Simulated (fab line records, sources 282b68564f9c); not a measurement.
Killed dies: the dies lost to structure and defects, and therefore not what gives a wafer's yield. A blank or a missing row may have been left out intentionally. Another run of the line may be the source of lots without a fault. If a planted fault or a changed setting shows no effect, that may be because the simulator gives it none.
Struck lot and sound lot, side by side    flow rit-cmos    14 out of 202 route steps
Sound: these wafers, L970.1, L970.2, L970.3. Wafers struck: L957.1, L957.2, L957.3. Last of all comes the cause.
Each step with rows lists, per side, the tool, then ch with its chambers, then its first start. Under that, the readings that differ: sound wafers    struck wafers    difference of the means    sigmas: that difference in standard deviations of wafers without a fault.
alike: readings with means less than 2 such deviations apart, plus words and numbers identical on both sides. not compared: withheld readings, readings lacking a value on some wafer, bounds such as >300 that could conceal the same value, and numbers that have no deviation in the record and whose values overlap.
Wherever a step has rows on one side only, a row that says differs or no value, or a row with sigmas, the two part there. Non-overlapping numbers with no deviation appear without sigmas and do not part them. A reading that every wafer of one side lacks parts them only if that side has two wafers or more.

RIT_PLDD_TW_MEAS_10:
  sound on film-metro-01, day 7 21:04; struck on film-metro-01, day 5 00:54
  alike: PLDD_TW
then, 4 steps without rows for these wafers: RIT_SPACER_CLEAN_00 (cleans in SC1, time 600 s); RIT_SPACER_CLEAN_01 (cleans in dHF, time 30 s); RIT_SPACER_CLEAN_02 (cleans in SC2, time 600 s); RIT_SPACER_CVD_03 (deposits Si3N4 from SiH2Cl2/NH3, target thk 250 nm, time 3300 s).
RIT_SPACER_THK_MEAS_04:
  sound on film-metro-03, day 8 00:43; struck on film-metro-03, day 5 03:17
  alike: SPACER_NITRIDE_THK
RIT_SPACER_ETCHBACK_05: etches Si3N4 in SF6/CHF3, stops on SiO2, target depth 250 nm, time 240 s.
  sound on rie-diel-03 ch 0,1,2, day 8 00:46; struck on rie-diel-03 ch 1,2,3, day 5 03:20
  alike: CHF3_flow_sccm, SF6_flow_sccm, drypump-motor-current-A, oes-product-au, throttle-valve-pct
  not compared: rf-hours-counter-h
then, 5 steps without rows for these wafers: RIT_NSD_HMDS_00 (prime time 60 s); RIT_NSD_COAT_01 (resist thk 1000 nm); RIT_NSD_SOFTBAKE_02 (time 60 s); RIT_NSD_EXPOSE_03 (exposes mask M9, target cd 40700 nm); RIT_NSD_PEB_04.
RIT_NSD_DEVELOP_05: develop time 50 s.
  struck on litho-track-04, day 5 04:00; sound on litho-track-02 ch 0, day 8 01:00
  no value came back on the struck wafers for chill-plate-temp-C (C), develop-time-s (s); on the sound wafers chill-plate-temp-C (C) reads 22.83 23.02 22.94
RIT_NSD_OVL_MEAS_06:
  sound on overlay-02, day 8 01:53; struck on overlay-01, day 5 04:20
reading       sound         struck  difference                     sigmas
NSD_OVL (nm)  -0.7 0.0 0.4  - - -   no value on the struck wafers  

## WHERE THEY PART
At RIT_NSD_DEVELOP_05 first; at RIT_NSD_OVL_MEAS_06 last (within this record only).

WHY: whatever the simulator had introduced
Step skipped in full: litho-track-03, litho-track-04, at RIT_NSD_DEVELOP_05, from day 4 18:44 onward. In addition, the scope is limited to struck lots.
